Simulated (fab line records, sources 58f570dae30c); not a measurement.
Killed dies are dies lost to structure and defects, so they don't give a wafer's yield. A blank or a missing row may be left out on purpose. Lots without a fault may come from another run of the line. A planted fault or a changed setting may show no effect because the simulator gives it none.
Which tool did it? | flow berkeley_cmos170 | 14 lots, 42 wafers sampled, at 2 steps of a route of 331

WHAT THE GAUGES READ, wafer by wafer
UCB170_SDANNEAL_RS_MEAS_03: measures by four-point-probe. Usual: NSD_RS 37.26 ohm/sq, standard deviation 0.098.
lot  | measured     | on            | NSD_RS (ohm/sq)   | flag
L918 | day 8 07:07  | film_metro-01 | 37.19 37.10 37.24 |
L917 | day 8 07:43  | film_metro-02 | 37.08 37.24 37.08 |
L919 | day 8 07:55  | film_metro-01 | 37.16 37.20 37.26 |
L923 | day 9 07:14  | film_metro-01 | 37.25 37.34 37.25 |
L921 | day 9 07:43  | film_metro-01 | 37.20 37.21 37.20 |
L922 | day 9 08:04  | film_metro-04 | 37.25 37.24 37.22 |
L920 | day 9 08:16  | film_metro-01 | 37.28 37.10 37.24 |
L929 | day 10 17:05 | film_metro-04 | 36.98 36.90 36.99 | OFF
L928 | day 10 17:32 | film_metro-01 | 36.83 36.90 36.88 | OFF
L930 | day 11 08:26 | film_metro-02 | 37.38 37.39 37.36 |
L932 | day 12 01:45 | film_metro-04 | 37.37 37.33 37.29 |
L937 | day 12 10:31 | film_metro-02 | 37.12 37.14 37.18 |
L935 | day 12 11:23 | film_metro-01 | 37.27 37.33 37.20 |
L936 | day 12 11:49 | film_metro-02 | 37.25 37.32 37.19 |

WHICH TOOL RAN EACH LOT (tool, then ch and the chambers of the sampled wafers, then the start)
lot  | UCB170_NSD_IMPLANT_08
L918 | implanter-01 ch 0, day 8 05:39
L917 | implanter-03 ch 0, day 8 06:09
L919 | implanter-01 ch 0, day 8 06:17
L923 | implanter-03 ch 0, day 9 05:43
L921 | implanter-04 ch 0, day 9 05:55
L922 | implanter-03 ch 0, day 9 06:11
L920 | implanter-01 ch 0, day 9 06:28
L929 | implanter-03 ch 0, day 10 15:37
L928 | implanter-03 ch 0, day 10 15:55
L930 | implanter-01 ch 0, day 11 05:07
L932 | implanter-01 ch 0, day 11 22:46
L937 | implanter-01 ch 0, day 12 09:04
L935 | implanter-01 ch 0, day 12 09:52
L936 | implanter-04 ch 0, day 12 10:08
- UCB170_NSD_IMPLANT_08

WHAT THE TOOLS THEMSELVES READ (means of the sampled wafers that have a number; where no wafer has one, the mark that the record gives instead)
UCB170_NSD_IMPLANT_08. Usual: dose_ions_cm2 3e+15, standard deviation 3.4e+12.
lot  | tool         | dose_ions_cm2 | flag
L918 | implanter-01 | 3e+15         |
L917 | implanter-03 | 3e+15         |
L919 | implanter-01 | 3e+15         |
L923 | implanter-03 | 3e+15         |
L921 | implanter-04 | 3e+15         |
L922 | implanter-03 | 3e+15         |
L920 | implanter-01 | 3e+15         |
L929 | implanter-03 | 3e+15         |
L928 | implanter-03 | 3e+15         |
L930 | implanter-01 | 3e+15         |
L932 | implanter-01 | 3e+15         |
L937 | implanter-01 | 3e+15         |
L935 | implanter-01 | 3e+15         |
L936 | implanter-04 | 3e+15         |

THE ANSWER, worked out from the rows above alone
Rule: a lot is off if the mean of its wafers that have a number lies more than 3 standard deviations from the usual mean. A lot without any number at a reading at which 4 lots or more have one is off too. The other lots that the step has rows for count as sound. The gauges are gone through in route order, then the tools' own readings, and for those a lot's mean is taken as printed above. The first step at which some lot is off is used, and at that step the reading that is off furthest; a lot without a number counts as furthest.
Off: L929, L928, at UCB170_SDANNEAL_RS_MEAS_03 (NSD_RS).
A tool fits if, at a process step before that reading, it ran every lot that is off, and no sound lot after the first of them. The gauges at UCB170_SDANNEAL_RS_MEAS_03 are tried like those tools. One fits: implanter-03 at UCB170_NSD_IMPLANT_08. Its last sound lot is L922 (day 9 06:11), its first lot that is off L929 (day 10 15:37): a fault that began between those two fits.

WHAT THE SIMULATOR HAD PUT IN
Process parameter drift: implanter-03, from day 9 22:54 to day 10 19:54, at UCB170_NSD_IMPLANT_08. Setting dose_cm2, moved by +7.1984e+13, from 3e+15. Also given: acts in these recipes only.
Lots struck among those shown: L929, L928. The rule above found the same.
